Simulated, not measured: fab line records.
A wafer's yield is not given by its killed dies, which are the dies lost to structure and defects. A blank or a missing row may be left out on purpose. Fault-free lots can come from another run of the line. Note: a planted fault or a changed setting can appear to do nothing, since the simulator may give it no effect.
Shared-tool check	flow berkeleyCmos170	Lots sampled 14, wafers sampled 48

REASON IT WAS OPENED
At UCB170_PLDD_TW_MEAS_11 the reading PLDD_TW is flagged on 2 of 14 lots. Fault-free wafers read 1013, with a standard deviation of 6.5.
Rule: flag the lot when none of its wafers has a number, or when each of its wafers that has one lies beyond 4 standard deviations from that mean. All remaining lots are regarded as sound.

lot	measured	on	PLDD_TW, wafer by wafer	flag
L845	day 7 14:49	filmMetro-04	1021 1023 1018	
L847	day 7 23:58	filmMetro-04	1018 1009 1015	
L848	day 8 00:40	filmMetro-04	1017 1021 1016	
L846	day 8 00:58	filmMetro-01	1006 1010 1010	
L849	day 8 01:56	filmMetro-01	1004 1007 1009	
L850	day 8 08:43	filmMetro-01	1005 1008 1007	
L852	day 8 23:08	filmMetro-04	1019 1021 1016	
L851	day 8 23:32	filmMetro-01	1005 1009 1008	
L853	day 8 23:49	filmMetro-04	1015 1020 1016	
L854	day 9 13:10	filmMetro-03	1018 1016 1014	
L860	day 10 16:10	filmMetro-04	960 970 962 967 966 965	FLAGGED
L861	day 11 07:07	filmMetro-04	959 967 959 965 964 963	FLAGGED
L866	day 11 22:51	filmMetro-03	1012 1012 1018	
L867	day 12 09:21	filmMetro-03	1014 1012 1012	
The numbers of the flagged lots are 964 on average: -49 against the usual, or -8 standard deviations.

WHICH TOOL RAN EACH LOT
The record holds 2 process steps before the reading, out of a route of 331 steps. Cell contents, in order: the tool; ch with the chambers the sampled wafers went through; the start.
lot	flag	UCB170_GATE_ETCH_14	UCB170_PLDD_IMPLANT_09
L845		rieDiel-04 ch 2,3, day 7 12:25	implanter-02 ch 0, day 7 14:34
L847		rieDiel-02 ch 0,1,3, day 7 21:29	implanter-02 ch 0, day 7 23:42
L848		rieDiel-04 ch 0,1,2, day 7 21:53	implanter-03 ch 0, day 8 00:25
L846		rieDiel-01 ch 0,1, day 7 22:01	implanter-02 ch 0, day 8 00:43
L849		rieDiel-04 ch 0,1,2, day 7 22:29	implanter-03 ch 0, day 8 01:41
L850		rieDiel-01 ch 0,1,3, day 8 05:03	implanter-03 ch 0, day 8 08:29
L852		rieDiel-01 ch 1,2,3, day 8 20:40	implanter-03 ch 0, day 8 22:53
L851		rieDiel-04 ch 1,2, day 8 21:08	implanter-02 ch 0, day 8 23:17
L853		rieDiel-02 ch 1,2,3, day 8 21:22	implanter-03 ch 0, day 8 23:35
L854		rieDiel-04 ch 0,1,3, day 9 09:23	implanter-03 ch 0, day 9 12:57
L860	FLAGGED	rieDiel-01 ch 1,2, day 10 13:38	implanter-02 ch 0, day 10 15:55
L861	FLAGGED	rieDiel-01 ch 0,2,3, day 11 04:05	implanter-02 ch 0, day 11 06:53
L866		rieDiel-02 ch 0,3, day 11 19:37	implanter-04 ch 0, day 11 22:39
L867		rieDiel-02 ch 2,3, day 12 06:43	implanter-03 ch 0, day 12 09:06
What is done by these steps:
- UCB170_GATE_ETCH_14: etches BARC in N2/H2.
- UCB170_PLDD_IMPLANT_09
- UCB170_PLDD_TW_MEAS_11

FLAGGED AGAINST TOTAL, ONE TOOL AT A TIME (gauges that did the reading follow at the end)
step	tool	lots run	flagged	share of the flagged lots	sound lots run after its first flagged lot
UCB170_GATE_ETCH_14	rieDiel-01	5	2	all	0
UCB170_GATE_ETCH_14	rieDiel-02	4	0	none	-
UCB170_GATE_ETCH_14	rieDiel-04	5	0	none	-
UCB170_PLDD_IMPLANT_09	implanter-02	6	2	all	0
UCB170_PLDD_IMPLANT_09	implanter-03	7	0	none	-
UCB170_PLDD_IMPLANT_09	implanter-04	1	0	none	-
UCB170_PLDD_TW_MEAS_11	filmMetro-01	4	0	none	-
UCB170_PLDD_TW_MEAS_11	filmMetro-03	3	0	none	-
UCB170_PLDD_TW_MEAS_11	filmMetro-04	7	2	all	0

WHAT THE TABLE PERMITS
rieDiel-01 at UCB170_GATE_ETCH_14, implanter-02 at UCB170_PLDD_IMPLANT_09 and filmMetro-04 at UCB170_PLDD_TW_MEAS_11: these 3 rows of the table ran every flagged lot.
- rieDiel-01 at UCB170_GATE_ETCH_14 ran 5 lots, 2 of them flagged. A fault beginning between L852 (day 8 20:40), its last sound lot, and L860 (day 10 13:38), its first flagged one, fits the data.
- implanter-02 at UCB170_PLDD_IMPLANT_09 ran 6 lots, 2 of them flagged. A fault beginning between L851 (day 8 23:17), its last sound lot, and L860 (day 10 15:55), its first flagged one, fits the data. Its own readings lie more than 4 standard deviations out on every wafer of the flagged lots: doseIonsCm2, faradayCurrentUA.
- filmMetro-04 at UCB170_PLDD_TW_MEAS_11 ran 7 lots, 2 of them flagged. A fault beginning between L853 (day 8 23:49), its last sound lot, and L860 (day 10 16:10), its first flagged one, fits the data.
Counting lots can't tell these 3 tools apart, because each fits a fault that began at some hour. More lots, or a look at what each step does to the wafer, might.

WHAT THE SIMULATOR PUT IN
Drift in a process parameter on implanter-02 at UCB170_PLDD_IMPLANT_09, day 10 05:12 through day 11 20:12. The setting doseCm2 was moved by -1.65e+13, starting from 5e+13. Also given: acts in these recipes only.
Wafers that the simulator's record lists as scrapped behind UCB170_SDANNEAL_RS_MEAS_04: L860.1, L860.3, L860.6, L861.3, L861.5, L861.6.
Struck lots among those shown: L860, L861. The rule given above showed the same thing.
